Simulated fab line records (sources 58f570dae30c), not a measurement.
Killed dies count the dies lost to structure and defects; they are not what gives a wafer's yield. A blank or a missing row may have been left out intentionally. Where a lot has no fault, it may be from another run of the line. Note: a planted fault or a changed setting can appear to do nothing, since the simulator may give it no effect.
The tool behind it: which one? ; flow berkeleyCmos170 ; 7 lots with 21 wafers sampled at 2 steps, on a route of 331 steps

WHAT EACH GAUGE READ, for each wafer
UCB170_V2_THK_MEAS_01.
lot;measured;on;V2_TEOS_THK (nm)
L128;day 7 17:44;filmMetro-01;1995 2046 2032
L130;day 8 11:39;filmMetro-01;1975 2001 2032
L133;day 8 20:18;filmMetro-01;1975 1999 2031
L140;day 10 16:14;filmMetro-01;2781 2882 2881
L144;day 11 15:15;filmMetro-01;1943 1980 1936
L145;day 11 15:59;filmMetro-03;1940 2000 1952
L149;day 12 03:44;filmMetro-02;1991 2002 2055

WHICH TOOL RAN EACH LOT (tool, then ch and the chambers of the sampled wafers, then the start)
lot;UCB170_V2_CVD_00
L128;pecvd-04 ch 0,1, day 7 17:34
L130;pecvd-04 ch 1,2, day 8 11:30
L133;pecvd-04 ch 0,1,2, day 8 20:08
L140;pecvd-03 ch 0,1,2, day 10 16:04
L144;pecvd-02 ch 0,2, day 11 15:04
L145;pecvd-02 ch 0,2, day 11 15:45
L149;pecvd-04 ch 0,2, day 12 03:34
- UCB170_V2_CVD_00: deposits SiO2 from TEOS/O2, target thk 2000 nm, time 250 s.

THE ANSWER, worked out from the rows above alone
Rule: the lots themselves supply what counts as usual. Put in order of their means at a reading, lots are off if they are a third of the lots or fewer, leave a main group of 4 or more, and stand apart from it by a gap of 3 or more times the standard deviation of the main group's means; of several such gaps the widest counts. Not used: any main group whose means are identical at the precision the tables above print for the reading. Also off: a lot with no number at a reading for which 4 or more lots have one. The other lots that the step has rows for count as sound.
Off: at UCB170_V2_THK_MEAS_01 (V2_TEOS_THK), L140. The main group has a mean of 1994 nm with a standard deviation of 26.
A tool fits if, at a process step before that reading, it ran every lot that is off, and no sound lot after the first of them. Those tools and the gauges at UCB170_V2_THK_MEAS_01 are tried in the same way. One fits: UCB170_V2_CVD_00 on pecvd-03. It ran no sound lot before its first lot that is off in this sample, so the start can't be narrowed down.

WHAT WAS PUT IN BY THE SIMULATOR
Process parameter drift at UCB170_V2_CVD_00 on pecvd-03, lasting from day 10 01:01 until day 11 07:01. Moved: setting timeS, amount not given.
Shown lots that were struck: L140. The rule above found the same.
